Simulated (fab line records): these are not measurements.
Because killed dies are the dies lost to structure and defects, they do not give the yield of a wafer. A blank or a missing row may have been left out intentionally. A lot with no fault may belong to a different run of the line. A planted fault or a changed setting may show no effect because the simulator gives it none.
Matching of chambers    flow berkeley_cmos170    3 sister chambers for UCB170_V2_CVD_00 on pecvd-01
The step deposits SiO2 from TEOS/O2, target thk 2000 nm, time 250 s. 6 wafers are shown with their chamber, then 8 later ones without.

== WAFERS PAIRED WITH THEIR CHAMBERS ==
wafer   chamber  heater_power_w (W)
L816.2  1        282
L820.4  1        304
L820.6  2        195
L817.1  2        265
L817.6  0        332
L828.1  0        351

== WAFERS MISSING THEIR CHAMBER ==
wafer   heater_power_w (W)
L828.2  241
L828.5  194
L831.1  328
L831.2  272
L831.4  251
L832.1  268
L832.3  280
L832.5  241

== EACH ONE'S CHAMBER ==
wafer   from the rows above           in truth
L828.2  can't be placed: 2 or 1       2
L828.5  2                             2
L831.1  can't be placed: 0 or 1       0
L831.2  can't be placed: 1 or 2 or 0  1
L831.4  can't be placed: 2 or 1       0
L832.1  can't be placed: 1 or 2 or 0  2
L832.3  can't be placed: 1 or 2 or 0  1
L832.5  can't be placed: 2 or 1       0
Correct placement for 1 of the 8. Cannot be placed on the basis of these rows: 7; the candidates contain the true chamber in 5. Placed wrongly: 0.
How it was worked out, from the rows above alone: a wafer's distance from a chamber is the root of the sum, over the readings, of the square of ((its reading less the chamber's mean) divided by the reading's scatter). If the next closest chamber is less than 2 further off than the closest, the wafer can't be placed; otherwise it belongs to the closest. The mean given for a chamber averages the wafers shown for that chamber. The scatter: the root of (the sum of the squares of (reading less its chamber's mean) over the shown wafers, divided by (wafers less chambers)).
